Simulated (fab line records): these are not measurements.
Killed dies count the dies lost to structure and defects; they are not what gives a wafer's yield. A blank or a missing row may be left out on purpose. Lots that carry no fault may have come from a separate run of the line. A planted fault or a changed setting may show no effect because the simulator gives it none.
A struck lot beside a sound one    flow ritCmos    32 out of 202 route steps
Sound: these wafers, L657.1, L657.2, L657.3. Wafers L652.1, L652.2, L652.5 were the ones struck. The cause is named last.
For every step that has rows: the tool of each side, followed by ch and its chambers, followed by its first start. Under that, the readings that differ: sound wafers    struck wafers    difference of the means    sigmas: that difference in standard deviations of wafers without a fault.
alike: same words and numbers on both sides, and readings whose means sit less than 2 such deviations apart. not compared: any withheld reading, any reading some wafer has no value for, any bound like >300 that may hide the same value, and any number with overlapping values for which the record gives no deviation.
Wherever a step has rows on one side only, a row that says differs or no value, or a row with sigmas, the two part there. Numbers that have no deviation but don't overlap get no sigmas and don't part them. Lack of a reading on every wafer of one side parts them only where that side has two or more wafers.

first, 2 steps without rows for these wafers: RIT_SPACER_CLEAN_02 (cleans in SC2, time 600 s); RIT_SPACER_CVD_03 (deposits Si3N4 from SiH2Cl2/NH3, target thk 250 nm, time 3300 s).
RIT_SPACER_THK_MEAS_04:
  sound: filmMetro-01 at day 6 11:20; struck: filmMetro-04 at day 5 11:02
reading                  sound              struck             difference  sigmas
SPACER_NITRIDE_THK (nm)  242.8 243.2 243.6  249.2 250.4 250.2  +6.7        +3
RIT_SPACER_ETCHBACK_05: etches Si3N4 in SF6/CHF3, stops on SiO2, target depth 250 nm, time 240 s.
  sound on rieDiel-02 ch 0,1,3, day 6 11:24; struck on rieDiel-01 ch 0,2,3, day 5 11:06
reading              sound              struck             difference  sigmas
oesProductAu (a.u.)  0.827 0.813 0.823  0.847 0.869 0.839  +0.031      +3
  alike: CHF3_flow_sccm, drypumpMotorCurrentA, throttleValvePct
  not compared: rfHoursCounterH
then, 6 steps without rows for these wafers: RIT_NSD_HMDS_00 (prime time 60 s); RIT_NSD_COAT_01 (resist thk 1000 nm); RIT_NSD_SOFTBAKE_02 (time 60 s); RIT_NSD_EXPOSE_03 (exposes mask M9, target cd 40700 nm); RIT_NSD_PEB_04; RIT_NSD_DEVELOP_05 (develop time 50 s).
RIT_NSD_OVL_MEAS_06:
  sound: overlay-01 at day 6 12:24; struck: overlay-01 at day 5 12:06
  alike: NSD_OVL
then, 1 step without rows for these wafers: RIT_NSD_HARDBAKE_07 (time 60 s).
RIT_NSD_IMPLANT_08:
  sound on implanter-02 ch 0, day 6 12:35; struck on implanter-04 ch 0, day 5 12:17
reading                        sound                            struck                        difference  sigmas
doseIonsCm2                    1.0013e+15 9.992e+14 1.0004e+15  6.708e+14 6.714e+14 6.71e+14  -3.292e+14  -99 or more
endStationPressureTorr (Torr)  7.7e-06 7.6e-06 7.5e-06          6.1e-06 6e-06 6.5e-06         -1.4e-06    -4
faradayCurrentUA               3074 3093 3050                   2108 2062 2072                -992        -16
  alike: beamEnergyKeV
RIT_NSD_STRIP_09: strips in O2, time 180 s.
  sound on plasmaAsher-04 ch 0,1, day 6 12:44; struck on plasmaAsher-04 ch 0,1, day 5 12:26
  alike: drypumpMotorCurrentA
  not compared: rfHoursCounterH
RIT_NSD_TW_MEAS_10:
  sound: filmMetro-04 at day 6 12:55; struck: filmMetro-01 at day 5 12:50
reading  sound           struck          difference  sigmas
NSD_TW   3093 3105 3100  2870 2851 2860  -239        -9
  not compared: hold
then, 5 steps without rows for these wafers: RIT_PSD_COAT_01 (resist thk 1000 nm); RIT_PSD_SOFTBAKE_02 (time 60 s); RIT_PSD_EXPOSE_03 (exposes mask M10, target cd 40900 nm); RIT_PSD_PEB_04; RIT_PSD_DEVELOP_05 (develop time 50 s).
RIT_PSD_OVL_MEAS_06:
  sound: overlay-02 at day 6 13:49; struck: overlay-02 at day 5 17:13
reading       sound        struck          difference  sigmas
PSD_OVL (nm)  0.8 1.7 1.2  -0.4 -2.6 -2.9  -3.2        -2
then, 2 steps without rows for these wafers: RIT_PSD_HARDBAKE_07 (time 60 s); RIT_PSD_IMPLANT_08.
RIT_PSD_STRIP_09: strips in O2, time 180 s.
  sound on plasmaAsher-04 ch 0,1, day 6 14:11; struck on plasmaAsher-02 ch 0,1, day 5 17:33
  alike: drypumpMotorCurrentA
  not compared: rfHoursCounterH
RIT_PSD_TW_MEAS_10:
  sound: filmMetro-01 at day 6 14:22; struck: filmMetro-01 at day 5 17:43
  alike: PSD_TW
then, 3 steps without rows for these wafers: RIT_SDANNEAL_CLEAN_00 (cleans in SC1, time 600 s); RIT_SDANNEAL_CLEAN_01 (cleans in dHF, time 30 s); RIT_SDANNEAL_CLEAN_02 (cleans in SC2, time 600 s).
RIT_SDANNEAL_RTA_03: time 5 s.
  sound on rtpAnneal-02 ch 0, day 6 14:49; struck on rtpAnneal-01 ch 0, day 5 18:10
  alike: wafer_temp_C_max
RIT_SDANNEAL_RS_MEAS_04: measurement is done with a four-point probe.
  sound: filmMetro-04 at day 6 14:52; struck: filmMetro-01 at day 5 18:23
  alike: PSD_RS
RIT_SDANNEAL_RS_MEAS_05: measurement is done with a four-point probe.
  sound: filmMetro-04 at day 6 14:59; struck: filmMetro-01 at day 5 18:47
reading          sound           struck             difference  sigmas
NSD_RS (ohm/sq)  84.9 85.2 84.9  116.7 117.6 117.5  +32.3       +99 or more
  not compared: hold
after that, 1 step had no rows for these wafers: RIT_M1_PROBE_99.

== WHERE THEY PART ==
At RIT_SPACER_THK_MEAS_04 first; at RIT_SDANNEAL_RS_MEAS_05 last (within this record only).

WHY: the cause the simulator had injected
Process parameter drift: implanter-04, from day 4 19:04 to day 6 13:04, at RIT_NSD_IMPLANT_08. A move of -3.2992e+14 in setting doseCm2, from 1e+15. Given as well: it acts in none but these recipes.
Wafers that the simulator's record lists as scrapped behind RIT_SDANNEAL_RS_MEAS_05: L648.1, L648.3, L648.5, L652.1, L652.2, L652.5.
